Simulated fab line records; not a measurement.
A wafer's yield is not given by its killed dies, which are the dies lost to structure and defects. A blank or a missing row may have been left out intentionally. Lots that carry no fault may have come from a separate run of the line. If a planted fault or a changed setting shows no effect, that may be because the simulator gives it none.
Code-filled problem report in 8D (eight disciplines) form | flow ritCmos | the parts of the form that need people (team, actions taken, sign-off) are left out

## 1. PROBLEM STATEMENT
Mean NWELL_RS at RIT_WELLDRIVE_RS_MEAS_01: 291.6 ohm/sq over 9 wafers in 3 lots; fault-free wafers: 275.3 ohm/sq, standard deviation 0.69. That puts it +24 standard deviations away from the usual mean.
The step: measures by four-point-probe.
Seen first at day 3 06:03 on filmMetro-02, wafer L538.1. The record has a number at this step for 45 wafers belonging to 15 lots. By rule, "out" or "out of limits" means more than 4 standard deviations away from the usual mean. All remaining wafers that have a number are taken as sound.

## 2. WHAT IT IS AND WHAT IT IS NOT
question                    | is                         | is not
which readings at this step | NWELL_RS                   | -
which lots                  | L538, L539, L540           | L533, L534, L535, L536, L537, L547, L549, L550, L552, L553, L554, L555
which wafers of those lots  | all that have a number     | -
read on which gauges        | filmMetro-01, filmMetro-02 | filmMetro-04
when                        | from day 3 06:03           | up to then (15 sound wafers); but 21 sound wafers of L547, L549, L550, L552, L553, L554, L555 came after

## 3. SUSPECTS, AND WHAT RULES EACH OUT
Counting: a tool at a process step up to the reading stays a suspect if it ran every lot that is out and no sound lot after the first of them.
- ruled out: the gauge at RIT_WELLDRIVE_RS_MEAS_01. 2 gauges (filmMetro-01, filmMetro-02) read the wafers that are out.
- furnace-01 at RIT_WELLDRIVE_ANNEAL_00 (time 14700 s): ruled out as a lasting fault. Sound lots L555 ran on it after its first lot that is out, L538 (day 3 00:58).
Left after counting: nothing in the record.

## 4. THE CAUSE (what the simulator had put in)
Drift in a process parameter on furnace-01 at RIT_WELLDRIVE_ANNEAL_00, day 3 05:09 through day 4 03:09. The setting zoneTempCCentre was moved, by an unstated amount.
The count ruled it out by mistake, since the rule takes a fault to strike every lot its tool runs from the start of the fault on, and this one did not do so.

## 5. SEQUENCE OF EFFECTS, ordered by route
Rows list readings where the struck wafers' mean (over those with a number) sits beyond 3 standard deviations from the usual. Readings are gone through only where the record gives a usual standard deviation; hours: the median, over the lots, of the time from a lot's start at the first step in this table giving one to that lot's start at this step; sigmas: the change measured in usual standard deviations.
hours | step                     | reading            | usual        | on struck wafers | change | sigmas
0     | RIT_WELLDRIVE_ANNEAL_00  | spikeTcCentreC     | 1102.7 C     | 1068.6           | -34.1  | -31
0     | RIT_WELLDRIVE_ANNEAL_00  | zonePowerCentrePct | 54.9 %       | 34.4             | -20.5  | -8.2
5     | RIT_WELLDRIVE_RS_MEAS_01 | NWELL_RS           | 275.3 ohm/sq | 291.6            | +16.3  | +24
5     | RIT_WELLDRIVE_RS_MEAS_02 | PWELL_RS           | 429.1 ohm/sq | 445.1            | +16.0  | +13
Process steps it contains:
- RIT_WELLDRIVE_ANNEAL_00: time 14700 s.

## 6. HOW IT WOULD HAVE BEEN CAUGHT EARLIER
In this record the first reading out of limits at a measuring or inspecting step was taken at day 3 06:03, 1 hour after the fault began at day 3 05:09.
Tool's own readings at RIT_WELLDRIVE_ANNEAL_00, spikeTcCentreC, zonePowerCentrePct: out on all struck wafers the step has rows for; an alarm limit on them would have tripped on the first.
